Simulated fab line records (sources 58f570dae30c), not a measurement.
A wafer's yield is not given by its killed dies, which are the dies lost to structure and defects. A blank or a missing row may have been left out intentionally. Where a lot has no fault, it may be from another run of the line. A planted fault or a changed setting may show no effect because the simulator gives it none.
The tool behind it: which one?	flow berkeleyCmos170	13 lots, 39 wafers sampled, at 3 steps of a route of 331

WHAT THE GAUGES READ, wafer by wafer
UCB170_PLDD_CD_MEAS_06: target cd 1200 nm. Usual: cdNm at 1199.6 nm, with a standard deviation of 1.4.
lot	measured	on	cdNm (nm)	flag
L339	day 6 22:59	cdSem-02	1197.6 1199.3 1198.5	
L343	day 7 15:17	cdSem-01	1201.0 1200.1 1201.0	
L344	day 7 14:52	cdSem-02	1201.6 1201.7 1201.5	
L346	day 8 14:01	cdSem-01	1200.3 1201.1 1202.5	
L351	day 9 00:19	cdSem-02	1198.6 1199.6 1199.7	
L352	day 9 01:58	cdSem-01	1199.9 1199.2 1199.0	
L353	day 9 21:32	cdSem-02	1200.6 1200.1 1200.0	
L354	day 9 21:41	cdSem-01	1199.3 1199.2 1197.7	
L355	day 10 08:52	cdSem-02	1199.5 1198.7 1198.9	
L356	day 10 09:09	cdSem-02	1197.7 1197.4 1197.7	
L357	day 10 16:26	cdSem-01	1199.7 1199.2 1198.9	
L358	day 11 08:26	cdSem-02	1203.0 1202.8 1202.9	
L360	day 11 17:44	cdSem-01	1198.2 1201.1 1199.6	

TOOL THAT RAN EACH LOT (tool first, then ch and the chambers of the sampled wafers, then the start)
lot	UCB170_NWELL_EXPOSE_09	UCB170_PFIELD_STRIP_08
L339	krfScanner-02 ch 0, day 2 11:00	plasmaAsher-04 ch 0,1, day 4 18:27
L343	krfScanner-02 ch 0, day 3 10:43	plasmaAsher-04 ch 0,1, day 5 15:28
L344	krfScanner-02 ch 0, day 3 15:14	plasmaAsher-03 ch 0,1, day 5 15:43
L346	krfScanner-02 ch 0, day 3 23:43	plasmaAsher-04 ch 0,1, day 6 14:35
L351	krfScanner-02 ch 0, day 4 18:04	plasmaAsher-03 ch 0,1, day 6 22:04
L352	krfScanner-02 ch 0, day 4 23:40	plasmaAsher-03 ch 0,1, day 7 03:09
L353	krfScanner-02 ch 0, day 5 06:46	plasmaAsher-01 ch 0,1, day 7 11:37
L354	krfScanner-02 ch 0, day 5 10:13	plasmaAsher-03 ch 0,1, day 7 11:24
L355	krfScanner-02 ch 0, day 5 14:31	plasmaAsher-03 ch 1, day 8 05:37
L356	krfScanner-02 ch 0, day 5 19:41	plasmaAsher-01 ch 0,1, day 8 06:11
L357	krfScanner-02 ch 0, day 6 03:37	plasmaAsher-03 ch 0,1, day 8 11:08
L358	krfScanner-02 ch 0, day 6 12:27	plasmaAsher-03 ch 0,1, day 8 21:42
L360	krfScanner-01 ch 0, day 6 23:55	plasmaAsher-01 ch 0,1, day 9 07:41
- UCB170_NWELL_EXPOSE_09: exposes mask NWELL, target cd 3000 nm.
- UCB170_PFIELD_STRIP_08: strips in O2.

WHAT THE TOOLS THEMSELVES READ (means of the sampled wafers that have a number; where no wafer has one, the mark that the record gives instead)
UCB170_PFIELD_STRIP_08. Usual: drypumpMotorCurrentA 5.72 A, standard deviation 0.18; o2FlowSccm 400.2 sccm, standard deviation 1.2; oesProductAu 0.735 a.u., standard deviation 0.0046; stripTimeToEndpointS 21.63 s, standard deviation 0.064.
lot	tool	drypumpMotorCurrentA (A)	o2FlowSccm (sccm)	oesProductAu (a.u.)	stripTimeToEndpointS (s)	flag
L339	plasmaAsher-04	5.60	400.5	0.732	21.66	
L343	plasmaAsher-04	5.63	400.8	0.731	21.57	
L344	plasmaAsher-03	5.82	398.9	0.732	21.61	
L346	plasmaAsher-04	5.58	400.0	0.733	21.59	
L351	plasmaAsher-03	5.64	399.0	0.734	21.56	
L352	plasmaAsher-03	5.83	400.7	0.736	21.63	
L353	plasmaAsher-01	5.79	399.9	0.733	21.66	
L354	plasmaAsher-03	5.66	400.4	0.732	21.63	
L355	plasmaAsher-03	6.03	400.6	0.733	21.73	
L356	plasmaAsher-01	5.79	400.6	0.736	21.62	
L357	plasmaAsher-03	5.84	398.5	0.735	21.64	
L358	plasmaAsher-03	5.83	400.0	0.730	21.71	
L360	plasmaAsher-01	5.80	400.8	0.737	21.73	

THE ANSWER, worked out from the rows above alone
Rule: lot off if the mean of its wafers having a number is beyond 3 standard deviations from the usual mean. Also off: a lot with no number at a reading for which 4 or more lots have one. All remaining lots with rows at the step are treated as sound. The gauges are gone through in route order, then the tools' own readings, and for those a lot's mean is taken as printed above. At the first step where some lot is off, the reading lying furthest off is the one used; lots without a number count as furthest.
None of the lots is off at any reading shown; this tells nothing.

WHAT THE SIMULATOR HAD INSERTED
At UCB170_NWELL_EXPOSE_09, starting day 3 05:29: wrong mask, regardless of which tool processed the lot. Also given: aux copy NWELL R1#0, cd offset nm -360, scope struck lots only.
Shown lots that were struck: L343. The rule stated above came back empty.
